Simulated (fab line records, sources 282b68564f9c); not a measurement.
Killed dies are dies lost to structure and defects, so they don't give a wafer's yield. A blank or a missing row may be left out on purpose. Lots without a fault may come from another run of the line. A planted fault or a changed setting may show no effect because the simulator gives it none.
A struck lot beside a sound one | flow rit_cmos | 21 steps out of a route of 202
Sound: wafers L707.3, L707.5, L707.6. Struck: wafers L712.1, L712.2, L712.3. The cause comes at the end.
At each step with rows: each side's tool, then ch and its chambers, then its first start. Under that, the readings that differ: sound wafers | struck wafers | difference of the means | sigmas: that difference in standard deviations of wafers without a fault.
alike: readings whose means differ by less than 2 such deviations, and words and numbers that are the same on both sides. not compared: withheld readings, readings that some wafer has no value for, bounds like >300 that may hide the same value, and numbers for which the record gives no deviation and whose values overlap.
The two part at a step that has a row with sigmas, a row that says differs or no value, or rows on one side only. Numbers that don't overlap but have no deviation are shown without sigmas and don't part them. A reading that every wafer of one side lacks parts them only if that side has two wafers or more.

first, 2 steps without rows for these wafers: RIT_NSD_HARDBAKE_07 (time 60 s); RIT_NSD_IMPLANT_08.
RIT_NSD_STRIP_09: strips in O2, time 180 s.
  sound on plasma_asher-02 ch 0,1, day 3 04:14; struck on plasma_asher-02 ch 0,1, day 4 05:47
  alike: chamber_pressure_mTorr, drypump_motor_current_A
  not compared: rf_hours_counter_h
RIT_NSD_TW_MEAS_10:
  sound on film_metro-04, day 3 04:22; struck on film_metro-04, day 4 05:57
  alike: NSD_TW
then, 6 steps without rows for these wafers: RIT_PSD_HMDS_00 (prime time 60 s); RIT_PSD_COAT_01 (resist thk 1000 nm); RIT_PSD_SOFTBAKE_02 (time 60 s); RIT_PSD_EXPOSE_03 (exposes mask M10, target cd 40900 nm); RIT_PSD_PEB_04; RIT_PSD_DEVELOP_05 (develop time 50 s).
RIT_PSD_OVL_MEAS_06:
  sound on overlay-02, day 3 05:16; struck on overlay-01, day 4 06:59
  alike: PSD_OVL
then, 1 step without rows for these wafers: RIT_PSD_HARDBAKE_07 (time 60 s).
RIT_PSD_IMPLANT_08:
  sound on implanter-03 ch 0, day 3 05:30; struck on implanter-01 ch 0, day 4 07:10
  reading                   | sound             | struck            | difference | sigmas
  implant_ion_amu           | 49 49 49          | 75 75 75          | +26        |
  model.implant.drp_nm (nm) | 12.05 12.05 12.05 | 8.906 8.906 8.906 | -3.144     |
  model.implant.rp_nm (nm)  | 23.23 23.23 23.23 | 19.81 19.81 19.81 | -3.42      |
RIT_PSD_STRIP_09: strips in O2, time 180 s.
  sound on plasma_asher-03 ch 0,1, day 3 05:40; struck on plasma_asher-03 ch 0,1, day 4 07:19
  alike: chamber_pressure_mTorr, drypump_motor_current_A
  not compared: rf_hours_counter_h
RIT_PSD_TW_MEAS_10:
  sound on film_metro-04, day 3 05:47; struck on film_metro-04, day 4 07:30
  alike: PSD_TW
then, 3 steps without rows for these wafers: RIT_SDANNEAL_CLEAN_00 (cleans in SC1, time 600 s); RIT_SDANNEAL_CLEAN_01 (cleans in dHF, time 30 s); RIT_SDANNEAL_CLEAN_02 (cleans in SC2, time 600 s).
RIT_SDANNEAL_RTA_03: time 5 s.
  sound on rtp_anneal-01 ch 0, day 3 06:13; struck on rtp_anneal-02 ch 0, day 4 07:55
  alike: wafer_temp_C_max
RIT_SDANNEAL_RS_MEAS_04: measures by four-point-probe.
  sound on film_metro-03, day 3 06:18; struck on film_metro-01, day 4 07:59
  reading         | sound                | struck            | difference | sigmas
  PSD_RS (ohm/sq) | 116.15 115.85 115.86 | 50.58 50.44 50.36 | -65.49     | -99 or more
RIT_SDANNEAL_RS_MEAS_05: measures by four-point-probe.
  sound on film_metro-03, day 3 06:25; struck on film_metro-01, day 4 08:06
  alike: NSD_RS

WHERE THEY PART
Only at RIT_SDANNEAL_RS_MEAS_04, within this record. Later steps at which nothing parts them and some readings are alike: RIT_SDANNEAL_RS_MEAS_05.

WHY: what the simulator had put in
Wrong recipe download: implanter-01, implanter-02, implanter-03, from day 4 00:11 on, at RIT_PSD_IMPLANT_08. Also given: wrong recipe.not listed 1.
